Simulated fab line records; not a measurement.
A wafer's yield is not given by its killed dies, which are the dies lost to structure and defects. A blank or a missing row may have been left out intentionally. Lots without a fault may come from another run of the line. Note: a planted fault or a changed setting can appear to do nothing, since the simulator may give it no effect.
Which tool is to blame? -- flow berkeley_cmos170 -- 14 lots, 42 wafers sampled, at 4 steps of a route of 331

## WHAT THE GAUGES READ, wafer by wafer
UCB170_V1_OVL_MEAS_13.
lot,measured,on,V1_OVL (nm)
L244,day 8 17:29,overlay-02,4 -2 2
L245,day 8 14:44,overlay-02,1 -7 6
L251,day 9 14:41,overlay-01,-6 -9 -10
L246,day 9 20:46,overlay-01,3 2 4
L250,day 9 18:39,overlay-02,6 6 9
L247,day 9 21:29,overlay-01,-4 0 -1
L252,day 9 21:19,overlay-02,-8 -8 -5
L253,day 9 22:04,overlay-01,7 -1 12
L249,day 9 21:02,overlay-01,3 -3 -4
L255,day 10 10:28,overlay-01,2 -10 -1
L259,day 11 09:05,overlay-02,-4 -10 -4
L266,day 12 11:10,overlay-02,-2 4 0
L262,day 12 14:46,overlay-01,-2 2 -1
L267,day 12 14:06,overlay-01,3 -3 -2

UCB170_M3_OVL_MEAS_16.
lot,measured,on,M3_OVL (nm)
L244,day 9 06:10,overlay-01,4 7 1
L245,day 9 02:49,overlay-02,3 7 -2
L251,day 10 02:23,overlay-02,-7 -1 -4
L246,day 10 09:33,overlay-02,6 8 3
L250,day 10 07:05,overlay-01,5 13 11
L247,day 10 10:08,overlay-01,-1 2 6
L252,day 10 09:52,overlay-01,2 10 10
L253,day 10 10:17,overlay-02,1 0 4
L249,day 10 09:51,overlay-02,-5 -2 7
L255,day 10 20:17,overlay-01,-7 -5 -2
L259,day 11 21:05,overlay-02,4 0 -4
L266,day 12 19:46,overlay-01,-13 -7 -7
L262,day 12 23:35,overlay-02,4 2 -3
L267,day 12 22:44,overlay-02,4 0 -2

## WHICH TOOL RAN EACH LOT (tool, then ch and the chambers of the sampled wafers, then the start)
lot,UCB170_BACKSIDE_STRIP_03,UCB170_V2_CMP_02
L244,"plasma_asher-02 ch 0,1, day 8 02:04","cmp-01 ch 1,3, day 8 21:17"
L245,"plasma_asher-03 ch 0,1, day 8 02:04","cmp-01 ch 0,1,2, day 8 18:37"
L251,"plasma_asher-03 ch 0,1, day 9 03:53","cmp-02 ch 1,2, day 9 18:07"
L246,"plasma_asher-02 ch 0,1, day 9 03:53","cmp-01 ch 1,2, day 10 02:20"
L250,"plasma_asher-04 ch 0, day 9 04:19","cmp-01 ch 1,2, day 9 23:11"
L247,"plasma_asher-03 ch 0,1, day 9 04:19","cmp-02 ch 0,1,3, day 10 02:50"
L252,"plasma_asher-04 ch 0,1, day 9 04:46","cmp-01 ch 2,3, day 10 02:35"
L253,"plasma_asher-03 ch 0,1, day 9 04:46","cmp-01 ch 1,2,3, day 10 03:13"
L249,"plasma_asher-02 ch 0,1, day 9 05:13","cmp-02 ch 0,2,3, day 10 02:27"
L255,"plasma_asher-04 ch 0,1, day 9 17:09","cmp-02 ch 0,2,3, day 10 13:39"
L259,"plasma_asher-02 ch 0,1, day 10 20:25","cmp-02 ch 0,1,3, day 11 14:11"
L266,"plasma_asher-03 ch 0,1, day 11 22:50","cmp-02 ch 0,2,3, day 12 14:42"
L262,"plasma_asher-02 ch 0,1, day 12 01:09","cmp-02 ch 0,1,3, day 12 19:24"
L267,"plasma_asher-04 ch 0,1, day 12 01:11","cmp-02 ch 2,3, day 12 18:12"
- UCB170_BACKSIDE_STRIP_03: strips in O2.
- UCB170_V2_CMP_02: polishes SiO2.

## WHAT THE TOOLS THEMSELVES READ (means of the sampled wafers that have a number; where no wafer has one, the mark that the record gives instead)
UCB170_BACKSIDE_STRIP_03.
lot,tool,drypump_motor_current_A (A),oes_product_au (a.u.),strip_time_to_endpoint_s (s)
L244,plasma_asher-02,6.0,0.731,21.94
L245,plasma_asher-03,5.3,0.731,21.90
L251,plasma_asher-03,5.3,0.735,21.94
L246,plasma_asher-02,6.0,0.733,21.94
L250,plasma_asher-04,5.6,0.731,21.98
L247,plasma_asher-03,5.4,0.734,21.87
L252,plasma_asher-04,5.5,0.739,22.06
L253,plasma_asher-03,5.3,0.732,21.96
L249,plasma_asher-02,6.0,0.732,22.01
L255,plasma_asher-04,5.4,0.732,21.98
L259,plasma_asher-02,6.0,0.733,21.95
L266,plasma_asher-03,5.3,0.733,22.00
L262,plasma_asher-02,6.2,0.737,21.93
L267,plasma_asher-04,5.5,0.736,21.93

UCB170_V2_CMP_02.
lot,tool,motor_current_A (A),slurry_filter_dp_kPa (kPa)
L244,cmp-01,15.9,13.69
L245,cmp-01,14.8,13.55
L251,cmp-02,15.3,13.44
L246,cmp-01,14.8,13.46
L250,cmp-01,15.4,13.40
L247,cmp-02,15.3,13.42
L252,cmp-01,15.5,13.55
L253,cmp-01,15.9,13.52
L249,cmp-02,15.1,13.41
L255,cmp-02,14.9,13.48
L259,cmp-02,15.7,13.43
L266,cmp-02,14.8,13.48
L262,cmp-02,14.9,13.46
L267,cmp-02,15.3,13.74

## THE ANSWER, worked out from the rows above alone
Rule: usual is defined by the lots themselves. Put in order of their means at a reading, lots are off if they are a third of the lots or fewer, leave a main group of 4 or more, and stand apart from it by a gap of 3 or more times the standard deviation of the main group's means; of several such gaps the widest counts. A main group whose means are all the same, to the digits that the tables above print for the reading, isn't used. Also off: a lot with no number at a reading for which 4 or more lots have one. Where the step has rows for the other lots, those lots are counted as sound. After the gauges, taken in route order, come the tools' own readings; for these a lot's mean is taken, as printed above. The first step at which some lot is off is used, and at that step the reading that is off furthest; a lot without a number counts as furthest.
No lot is off on any of the readings shown, so nothing can be concluded from this.

## WHAT THE SIMULATOR HAD PUT IN
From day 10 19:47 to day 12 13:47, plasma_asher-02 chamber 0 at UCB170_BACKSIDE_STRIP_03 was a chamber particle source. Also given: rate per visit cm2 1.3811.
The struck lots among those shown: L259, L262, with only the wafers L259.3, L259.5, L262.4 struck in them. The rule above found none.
